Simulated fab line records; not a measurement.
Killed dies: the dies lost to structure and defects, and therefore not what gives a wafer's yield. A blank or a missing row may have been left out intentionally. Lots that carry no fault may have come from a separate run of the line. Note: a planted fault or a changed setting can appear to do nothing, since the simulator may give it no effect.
A struck lot beside a sound one :: flow rit cmos :: 20 steps out of a route of 202
Sound: wafers L181.1, L181.3, L181.4. Wafers struck: L200.2, L200.4, L200.6. The cause is given at the end.
Order at every step that has rows: each side's tool, ch and its chambers, its first start. Under that, the readings that differ: sound wafers :: struck wafers :: difference of the means :: sigmas: that difference in standard deviations of wafers without a fault.
alike: readings with means less than 2 such deviations apart, plus words and numbers identical on both sides. not compared: withheld readings, readings lacking a value on some wafer, bounds such as >300 that could conceal the same value, and numbers that have no deviation in the record and whose values overlap.
Wherever a step has rows on one side only, a row that says differs or no value, or a row with sigmas, the two part there. When numbers do not overlap yet have no deviation, they are printed without sigmas and do not part them. A reading that every wafer of one side lacks parts them only if that side has two wafers or more.

first, 4 steps without rows for these wafers: RIT_ACTIVE_SOFTBAKE_07 (time 60 s); RIT_ACTIVE_EXPOSE_08 (exposes mask M1, target cd 1400 nm); RIT_ACTIVE_PEB_09; RIT_ACTIVE_DEVELOP_10 (develop time 50 s).
RIT_ACTIVE_CD_MEAS_11 targets a cd of 1400 nm.
  sound on cd sem-01 at day 1 19:34; struck on cd sem-01 at day 5 19:31
  alike: cd nm
then, 1 step without rows for these wafers: RIT_ACTIVE_HARDBAKE_12 (time 60 s).
RIT_ACTIVE_ETCH_13: etches Si3N4 in SF6, stops on SiO2, time 210 s, target depth 210 nm.
  sound on rie diel-04 ch 0,1,3, day 1 19:50; struck on rie diel-02 ch 0,1,2, day 5 19:47
  alike: SF6_flow_sccm, drypump motor current A, oes product au, throttle valve pct
  not compared: rf hours counter h
RIT_ACTIVE_STRIP_14: strips in O2, time 180 s.
  sound on plasma asher-01 ch 0,1, day 1 19:58; struck on plasma asher-04 ch 1, day 5 19:55
  alike: drypump motor current A
  not compared: rf hours counter h
RIT_ACTIVE_CD_MEAS_90 targets a cd of 1400 nm.
  sound on cd sem-02 at day 1 20:08; struck on cd sem-02 at day 5 20:07
  alike: cd nm
then, 3 steps without rows for these wafers: RIT_ACTIVE_CLEAN_15 (cleans in SC1, time 600 s); RIT_ACTIVE_CLEAN_16 (cleans in dHF, time 30 s); RIT_ACTIVE_CLEAN_17 (cleans in SC2, time 600 s).
RIT_FOX1_OXIDATION_00: target thk 350.7 nm, ox time 1130 s.
  sound on furnace-03 ch 0, day 1 22:08; struck on furnace-04 ch 0, day 5 23:07
RIT_FOX1_THK_MEAS_01:
  sound on film metro-04 at day 1 23:27; struck on film metro-02 at day 6 00:27
reading: FOX1_OXIDE_THK (nm)
sound: 349 349 352
struck: 533 530 534
difference: +182
sigmas: +36
RIT_FOX1_WET_ETCH_02: etches SiO2 in BOE, target depth 350 nm, time 390 s.
  sound on wet bench-01 ch 0, day 1 23:31; struck on wet bench-04 ch 0, day 6 00:39
reading: model.Si3N4_of_ACTIVE_CVD_03.thk nm (nm)
sound: 140.3 140.4 140.8
struck: 134.5 133.6 133.2
difference: -6.7
sigmas: 
  alike: bath heat duty pct
then, 1 step without rows for these wafers: RIT_FOX2_OXIDATION_00 (target thk 350.7 nm, ox time 1130 s).
RIT_FOX2_THK_MEAS_01:
  sound on film metro-03 at day 2 01:16; struck on film metro-01 at day 6 02:20
  alike: FOX2_OXIDE_THK
RIT_FOX2_CLEAN_02: cleans in dHF, time 180 s.
  sound on wet bench-04 ch 2, day 2 01:20; struck on wet bench-01 ch 1, day 6 02:23
reading: model.Si3N4_of_ACTIVE_CVD_03.thk nm (nm)
sound: 133.3 133.3 133.7
struck: 127.5 126.5 126.2
difference: -6.7
sigmas: 
then, 1 step without rows for these wafers: RIT_FOX2_WET_ETCH_03 (etches Si3N4 in H3PO4, target depth 195 nm, time 2700 s).
-- the record jumps here: 2 days lie between the struck wafers' starts before and after (it left off in module FOX2 and takes up again in module M1, whose first step shown is number 202 of the route) --
RIT_M1_PROBE_99:
  sound on prober-02 at day 3 21:15; struck on prober-01 at day 8 05:58
  alike: killed at contacts, killed at front end, killed dies, killed open, killed short

WHERE THEY PART
Only at RIT_FOX1_THK_MEAS_01, as far as this record shows. Later steps at which nothing parts them and some readings are alike: RIT_FOX1_WET_ETCH_02, RIT_FOX2_THK_MEAS_01, RIT_M1_PROBE_99.

WHY: what the simulator had put in
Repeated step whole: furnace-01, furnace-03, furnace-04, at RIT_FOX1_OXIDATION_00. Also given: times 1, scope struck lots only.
